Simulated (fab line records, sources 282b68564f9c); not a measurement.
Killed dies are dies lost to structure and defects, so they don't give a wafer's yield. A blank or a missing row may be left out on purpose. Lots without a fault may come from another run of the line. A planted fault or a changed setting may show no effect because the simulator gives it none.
fab line records | flow rit_cmos
record lots=14 wafers=42 last_day=7
route steps=202 shown NWELL@29 PWELL@49 M1@202
lots that met no fault: from a run of the same line without faults
start_h: hours from the record's first day to the start of the lot's first wafer shown | wait_h: hours since the lot's step before | " the same as in the row above | L1.1+2: a row that stands for several wafers | - no value, or no start given | * or withheld: withheld | < > ~ a bound
route shown NAME@n: a module of which the file shows steps, and the number in the route of the first | usual: mean/standard deviation of fault-free wafers | same: alike in all rows | chamber/n: place in a boat | sites: the reading at each site | _std_site: their standard deviation | _edge_site: outer sites' mean less inner sites' | radius_mm: how far each site lies from the wafer's centre | mask NAME#n: copy n | behind: the tool/chamber that last shaped the wafer | hold: why the lot was held/for how many hours/how that ended | device: the transistor (n, p or np) that didn't switch | end of line: the same wafers' tests at the end of the route | a step without rows: its recipe alone | killed: dies lost to structure and defects at the first sort, not the wafer's yield | map: a wafer's dies, x killed, . not, _ none there
set.NAME: the setting as run; set.NAME@STEP: as run at that earlier step | model.NAME: the simulator's own value behind a step, which no gauge read
steps of the route over a sample of lots; a table a step, a row a wafer
## steps
# step RIT_NWELL_COAT_01
# recipe resist=NOVOLAK spin_rpm=2000 resist_thk_nm=1300
# usual chill_plate_temp_C=23.03/0.09 exhaust_pa=44.9/0.88
# columns lot.wafer tool chamber start_h wait_h chill_plate_temp_C exhaust_pa
L407.2 litho_track-02 0 19.42 0.1 23.02 44.5
L407.3 " 0 " " 22.94 45.1
L407.5 " 0 " " 22.96 45.3
L408.3 litho_track-02 0 25.88 0.1 23.10 44.9
L408.5 " 0 " " 23.16 44.2
L408.6 " 0 " " 23.20 46.1
L410.1 litho_track-02 0 34.68 0.1 23.13 44.2
L410.5 " 0 " " 23.10 44.7
L410.6 " 0 " " 23.10 43.2
L411.4 litho_track-03 0 39.63 0.1 22.99 45.7
L411.5 " 0 " " 22.93 46.2
L411.6 " 0 " " 22.99 46.3
L413.1 litho_track-02 0 49.93 0.1 22.81 44.9
L413.2 " 0 " " 22.99 45.5
L413.3 " 0 " " 22.92 45.1
L414.1 litho_track-02 0 54.54 0.1 22.91 44.2
L414.2 " 0 " " 22.92 45.2
L414.4 " 0 " " 22.98 45.0
L416.1 litho_track-04 0 64.96 0.1 23.02 44.9
L416.4 " 0 " " 23.07 45.2
L416.6 " 0 " " 22.93 45.4
L417.1 litho_track-02 0 70.44 0.1 23.22 43.7
L417.3 " 0 " " 22.94 44.7
L417.5 " 0 " " 23.05 43.6
L422.3 litho_track-04 0 95.10 0.1 23.16 45.0
L422.4 " 0 " " 23.05 44.8
L422.5 " 0 " " 23.18 44.5
L423.1 litho_track-04 0 101.10 0.1 23.18 44.4
L423.4 " 0 " " 22.94 44.8
L423.6 " 0 " " 23.03 45.1
L427.1 litho_track-02 0 119.48 0.1 23.21 44.4
L427.2 " 0 " " 23.04 45.4
L427.6 " 0 " " 23.03 44.8
L428.1 litho_track-03 0 125.95 0.1 23.12 45.2
L428.3 " 0 " " 23.03 43.7
L428.6 " 0 " " 23.04 46.0
L429.1 litho_track-03 0 130.87 0.1 23.04 44.3
L429.4 " 0 " " 23.11 44.9
L429.6 " 0 " " 23.06 45.9
L430.3 litho_track-03 0 136.11 0.1 23.03 45.5
L430.4 " 0 " " 23.04 44.7
L430.6 " 0 " " 23.11 45.5
# step RIT_PWELL_TW_MEAS_10
# usual PWELL_TW=961/4.9
# columns lot.wafer tool chamber start_h wait_h PWELL_TW
L407.2 film_metro-04 - 22.55 0.1 953
L407.3 " - " " 960
L407.5 " - " " 953
L408.3 film_metro-01 - 28.74 0.1 959
L408.5 " - " " 962
L408.6 " - " " 957
L410.1 film_metro-01 - 37.76 0.1 957
L410.5 " - " " 964
L410.6 " - " " 958
L411.4 film_metro-03 - 42.48 0.1 962
L411.5 " - " " 956
L411.6 " - " " 971
L413.1 film_metro-01 - 52.95 0.1 962
L413.2 " - " " 963
L413.3 " - " " 962
L414.1 film_metro-01 - 57.44 0.1 966
L414.2 " - " " 974
L414.4 " - " " 968
L416.1 film_metro-03 - 67.89 0.1 968
L416.4 " - " " 965
L416.6 " - " " 966
L417.1 film_metro-04 - 73.46 0.1 954
L417.3 " - " " 954
L417.5 " - " " 957
L422.3 film_metro-03 - 98.22 0.1 2031
L422.4 " - " " 2028
L422.5 " - " " 2022
L423.1 film_metro-01 - 104.13 0.1 2023
L423.4 " - " " 2021
L423.6 " - " " 2031
L427.1 film_metro-04 - 122.65 0.1 964
L427.2 " - " " 961
L427.6 " - " " 958
L428.1 film_metro-04 - 129.00 0.1 959
L428.3 " - " " 962
L428.6 " - " " 965
L429.1 film_metro-01 - 133.89 0.1 969
L429.4 " - " " 968
L429.6 " - " " 968
L430.3 film_metro-04 - 139.10 0.1 958
L430.4 " - " " 962
L430.6 " - " " 966
# step RIT_M1_PROBE_99
# usual killed_at_contacts=0.1/0.29 killed_at_front_end=7/3 killed_dies=7/3 killed_on_rim=1.7/1.3 killed_open=3.5/2 killed_short=3.4/2
# same gross_dies=264 killed_at_M0_to_M3=0 killed_at_M4_up=0 killed_at_back_side=0 killed_at_other=0
# columns lot.wafer tool chamber start_h wait_h killed_at_contacts killed_at_front_end killed_dies killed_on_rim killed_open killed_short
L416.1 prober-02 - 102.60 0.1 0 7 7 0 4 3
L416.4 prober-02 - 102.75 0.2 0 7 7 0 2 5
L416.6 prober-02 - 102.85 0.2 1 5 6 0 2 4
L429.1 prober-01 - 169.14 0.1 0 11 11 4 7 4
L429.4 prober-01 - 169.29 0.2 0 8 8 0 4 4
L429.6 prober-01 - 169.39 0.2 0 1 1 0 0 1
# killed by level:class
L416.1 FOX2:geometric_particle:short=2 FOX2:geometric_particle:open=1 GATE:geometric_particle:open=1 REOX:geometric_particle:open=1 SILICIDE:geometric_particle:open=1 SILICIDE:geometric_particle:short=1
L416.4 SPACER:geometric_particle:short=3 FOX2:geometric_particle:open=2 FOX2:geometric_particle:short=1 REOX:geometric_particle:short=1
L416.6 GATE:geometric_particle:short=2 REOX:geometric_particle:short=1 SPACER:geometric_particle:short=1 SILICIDE:geometric_particle:open=1 CONTACT:geometric_particle:open=1
L429.1 GATE:geometric_particle:open=3 SILICIDE:geometric_particle:open=3 GATE:geometric_particle:short=2 FOX1:geometric_particle:open=1 SPACER:geometric_particle:short=1 SILICIDE:geometric_particle:short=1
L429.4 GATE:geometric_particle:short=3 SILICIDE:geometric_particle:open=2 GATE:geometric_particle:open=1 SPACER:geometric_particle:open=1 SILICIDE:geometric_particle:short=1
L429.6 SPACER:geometric_particle:short=1
## key
first_sign step=RIT_PWELL_TW_MEAS_10 reading=PWELL_TW direction=up sigmas=99+ usual=961 struck=2026
effect none on later readings
met_at RIT_NWELL_COAT_01
struck_lots L422,L423
tester_left_out L422,L423
onset_between 64.96 95.10
fault kind=process_parameter_drift tool=litho_track-04 chamber=- onset_h=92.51 steps=RIT_NWELL_COAT_01 channel=resist_thk_nm offset=-1040 shape=step end_h=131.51 acts_in=these_recipes_only stated=1300
# tester_left_out: of these lots the tester's yield and bins aren't shown, on N5 and GAA mostly nor the transistor test; their killed dies are dies lost to structure and defects alone, not to doping, threshold or leakage, so they don't give the yield
